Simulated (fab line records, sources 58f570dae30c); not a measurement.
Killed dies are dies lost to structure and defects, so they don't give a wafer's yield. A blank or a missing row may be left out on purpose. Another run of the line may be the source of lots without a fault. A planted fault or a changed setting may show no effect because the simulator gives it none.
Matching of chambers	flow berkeley-cmos170	4 sister chambers for UCB170_M3_ETCH_17 on rie-diel-04
The step etches BARC in N2/H2. 14 wafers are shown with their chamber, then 7 later ones without.

## WAFERS WITH THEIR CHAMBER
wafer	chamber	throttle-valve-pct (%)	oes-product-au (a.u.)
L918.1	2	13.47	0.972
L918.2	1	13.39	0.976
L918.4	3	13.00	1.007
L919.1	1	13.39	0.989
L919.2	3	12.99	0.998
L919.5	3	13.01	1.014
L930.1	3	13.01	1.004
L930.4	0	13.16	0.983
L930.5	1	13.39	0.980
L929.2	0	13.15	0.979
L929.5	0	13.17	0.980
L929.6	3	12.99	1.018
L934.2	3	13.01	1.011
L934.4	1	13.38	0.975

SIGNATURES (averages over the wafers above)
reading	chamber 0	chamber 1	chamber 2	chamber 3	scatter within a chamber
throttle-valve-pct	13.1600	13.3875	13.4700	13.0017	0.00871
oes-product-au	0.98067	0.98000	0.97200	1.00867	0.00624
Rule: for each reading, subtract the chamber's mean from the wafer's reading, divide by that reading's scatter and square the result; add these up over the readings and take the root, which gives the wafer's distance from the chamber. If the next closest chamber is less than 2 further off than the closest, the wafer can't be placed; otherwise it belongs to the closest. The scatter: the root of (the sum of the squares of (reading less its chamber's mean) over the shown wafers, divided by (wafers less chambers)).

## WAFERS WHOSE CHAMBER IS MISSING
wafer	throttle-valve-pct (%)	oes-product-au (a.u.)
L934.6	13.38	0.988
L939.3	13.18	0.967
L939.5	13.46	0.998
L939.6	13.38	0.980
L936.2	12.99	1.006
L936.4	13.38	0.982
L936.5	13.01	1.004

## CHAMBER TAKEN BY EACH
wafer	from the rows above	in truth
L934.6	1	1
L939.3	0	0
L939.5	2	2
L939.6	1	1
L936.2	3	3
L936.4	1	1
L936.5	3	3
Correctly placed: 7 of 7. From these rows, 0 cannot be placed. 0 placed wrongly.
